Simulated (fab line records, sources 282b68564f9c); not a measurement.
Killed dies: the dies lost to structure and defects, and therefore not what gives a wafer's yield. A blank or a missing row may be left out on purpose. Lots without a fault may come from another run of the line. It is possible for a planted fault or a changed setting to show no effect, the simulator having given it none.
Lot-split experiment | flow rit-cmos | on a route of 202 steps: 5 lots, 23 wafers read

## ABOUT THE SPLIT
At RIT_PRETRO_SOFTBAKE_02 (time 60 s), the setting temp-c was moved away from the recipe's 90 C on 5 of the 23 wafers read, by +3.5% to +3.6%. All remaining wafers had this setting at the recipe value.

Reading taken at the split's own step.

## THE READING
NOVOLAK_of_PRETRO_COAT_01.thk-nm (the simulator's own value, which no gauge read), in nm, at RIT_PRETRO_SOFTBAKE_02 (time 60 s). The file gives no usual value for it. Average 1301 nm, standard deviation 3.8 nm, over the 18 wafers here run with the recipe.

wafer  | tool, chamber at the split | temp-c as run, C | against the recipe | NOVOLAK_of_PRETRO_COAT_01.thk-nm, nm | against lot-mates on the recipe
L074.1 | litho-track-03, 0          | 90               | recipe             | 1302                                 | -
L074.6 | litho-track-03, 0          | 90               | recipe             | 1302                                 | -
L074.2 | litho-track-03, 0          | 90               | recipe             | 1303                                 | -
L074.3 | litho-track-03, 0          | 90               | recipe             | 1304                                 | -
L074.5 | litho-track-03, 0          | 90               | recipe             | 1299                                 | -
L076.1 | litho-track-03, 0          | 93.13            | +3.5%              | 1286                                 | -17
L076.3 | litho-track-03, 0          | 90               | recipe             | 1302                                 | -
L076.4 | litho-track-03, 0          | 93.13            | +3.5%              | 1285                                 | -18
L076.5 | litho-track-03, 0          | 93.13            | +3.5%              | 1292                                 | -11
L076.6 | litho-track-03, 0          | 90               | recipe             | 1304                                 | -
L081.1 | litho-track-03, 0          | 90               | recipe             | 1305                                 | -
L081.2 | litho-track-03, 0          | 90               | recipe             | 1304                                 | -
L081.3 | litho-track-03, 0          | 90               | recipe             | 1304                                 | -
L081.4 | litho-track-03, 0          | 90               | recipe             | 1299                                 | -
L081.6 | litho-track-03, 0          | 90               | recipe             | 1306                                 | -
L082.2 | litho-track-01, 0          | 90               | recipe             | 1295                                 | -
L082.3 | litho-track-01, 0          | 90               | recipe             | 1299                                 | -
L082.4 | litho-track-01, 0          | 93.25            | +3.6%              | 1285                                 | -12
L082.5 | litho-track-01, 0          | 90               | recipe             | 1297                                 | -
L082.6 | litho-track-01, 0          | 93.25            | +3.6%              | 1283                                 | -14
L083.1 | litho-track-04, 0          | 90               | recipe             | 1296                                 | -
L083.5 | litho-track-04, 0          | 90               | recipe             | 1300                                 | -
L083.6 | litho-track-04, 0          | 90               | recipe             | 1292                                 | -

FIT RESULTS
A straight line over all 23 wafers: NOVOLAK_of_PRETRO_COAT_01.thk-nm changes by -4.12 nm for each +1% of temp-c; r = -0.86; the points scatter about the line by 3.8 nm.
The same after taking each lot's own level away (the mean of its wafers on the recipe; 23 wafers): -4.07 nm for each +1%; r = -0.93; scatter 2.4 nm.
According to that fit, moving temp-c by its largest amount changes the reading by 15 nm.
The lots' own levels span 1296.0 to 1303.6 nm, that is 2.0 times the standard deviation above.
So the lot-to-lot level changes the slope little: the two slopes agree.
Check: -15.4 nm against its lot-mates is what the line predicts for one of the wafers moved furthest among these (+3.6%) when that wafer is left out of the fit. Against them it came out at -12 nm.

## OTHER SPLITS ON THESE WAFERS
Other splits were also applied to these wafers ahead of the reading. Each is held against what the fit with the lots' levels taken away leaves over:
other split on the same wafers   | wafers away from the commonest value | r with NOVOLAK_of_PRETRO_COAT_01.thk-nm (lot level and that fit taken away)
RIT_ACTIVE_CVD_03 temp-c         | 18                                   | -0.04
RIT_ACTIVE_ETCH_13 time-s        | 6                                    | -0.07
RIT_FOX2_OXIDATION_00 ox-time-s  | 18                                   | -0.17
RIT_NWELL_IMPLANT_08 energy-kev  | 12                                   | +0.10
RIT_PWELL_IMPLANT_08 energy-kev  | 11                                   | +0.10
RIT_NRETRO_IMPLANT_08 energy-kev | 8                                    | +0.15

## THE FILE'S OWN FIT
NOVOLAK_of_PRETRO_COAT_01.thk-nm changes by -3.96 nm for each +1% of temp-c, r = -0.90.
